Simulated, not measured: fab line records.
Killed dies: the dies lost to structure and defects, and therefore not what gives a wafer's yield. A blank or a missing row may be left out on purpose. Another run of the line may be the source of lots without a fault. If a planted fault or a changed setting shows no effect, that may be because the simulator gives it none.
A lot that was struck, set against a sound lot    flow rit_cmos    21 steps out of a route of 202
Sound: these wafers, L179.1, L179.3, L179.6. Wafers L184.2, L184.3, L184.4 were the ones struck. The cause is given at the end.
Each step with rows lists, per side, the tool, then ch with its chambers, then its first start. Under that, the readings that differ: sound wafers    struck wafers    difference of the means    sigmas: that difference in standard deviations of wafers without a fault.
alike: a reading whose means differ by less than 2 such deviations, as well as words and numbers matching on both sides. not compared: withheld readings; readings where some wafer has no value; bounds like >300 that might hide an equal value; numbers whose values overlap and for which the record gives no deviation.
Wherever a step has rows on one side only, a row that says differs or no value, or a row with sigmas, the two part there. Non-overlapping numbers with no deviation appear without sigmas and do not part them. A reading missing from all wafers of one side parts the sides only when that side holds two or more wafers.

first, 6 steps without rows for these wafers: RIT_NLDD_HMDS_00 (prime time 60 s); RIT_NLDD_COAT_01 (resist thk 1000 nm); RIT_NLDD_SOFTBAKE_02 (time 60 s); RIT_NLDD_EXPOSE_03 (exposes mask M7, target cd 40700 nm); RIT_NLDD_PEB_04; RIT_NLDD_DEVELOP_05 (develop time 50 s).
RIT_NLDD_OVL_MEAS_06:
  sound on overlay-02, day 5 00:26; struck on overlay-01, day 5 19:26
  alike: NLDD_OVL
then, 2 steps without rows for these wafers: RIT_NLDD_HARDBAKE_07 (time 60 s); RIT_NLDD_IMPLANT_08.
RIT_NLDD_STRIP_09: strips in O2, time 180 s.
  sound on plasma_asher-02 ch 0,1, day 5 00:46; struck on plasma_asher-02 ch 0,1, day 5 19:46
  alike: drypump_motor_current_A
  not compared: rf_hours_counter_h
RIT_NLDD_TW_MEAS_10:
  sound on film_metro-01, day 5 00:56; struck on film_metro-02, day 5 19:58
  alike: NLDD_TW
then, 1 step without rows for these wafers: RIT_PLDD_HMDS_00 (prime time 60 s).
RIT_PLDD_COAT_01: resist thk 1000 nm.
  sound on litho_track-01 ch 0, day 5 01:09; struck on litho_track-04 ch 0, day 5 20:11
reading                                    sound                 struck                difference  sigmas
spin_speed_rpm (rpm)                       3251.2 3246.8 3252.0  3370.3 3366.0 3370.2  +118.8      +54
model.NOVOLAK_of_PLDD_COAT_01.thk_nm (nm)  997.8 1000 997.2      981.2 984.2 978.9     -16.9       
  alike: exhaust_pa
then, 4 steps without rows for these wafers: RIT_PLDD_SOFTBAKE_02 (time 60 s); RIT_PLDD_EXPOSE_03 (exposes mask M8, target cd 40900 nm); RIT_PLDD_PEB_04; RIT_PLDD_DEVELOP_05 (develop time 50 s).
RIT_PLDD_OVL_MEAS_06:
  sound on overlay-02, day 5 01:59; struck on overlay-02, day 5 20:59
  alike: PLDD_OVL
RIT_PLDD_HARDBAKE_07: time 60 s.
  sound on litho_track-01 ch 0, day 5 02:01; struck on litho_track-04 ch 0, day 5 21:02
reading                                    sound              struck           difference  sigmas
model.NOVOLAK_of_PLDD_COAT_01.thk_nm (nm)  881.9 883.9 881.4  867.4 870 865.3  -14.8       
  alike: exhaust_pa
then, 2 steps without rows for these wafers: RIT_PLDD_IMPLANT_08; RIT_M1_PROBE_99.

WHERE THEY PART
Only at RIT_PLDD_COAT_01, within this record. Later steps at which nothing parts them and some readings are alike: RIT_PLDD_OVL_MEAS_06, RIT_PLDD_HARDBAKE_07.

WHY: the cause the simulator had injected
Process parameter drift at RIT_PLDD_COAT_01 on litho_track-04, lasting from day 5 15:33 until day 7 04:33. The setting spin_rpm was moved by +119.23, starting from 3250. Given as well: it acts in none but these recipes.
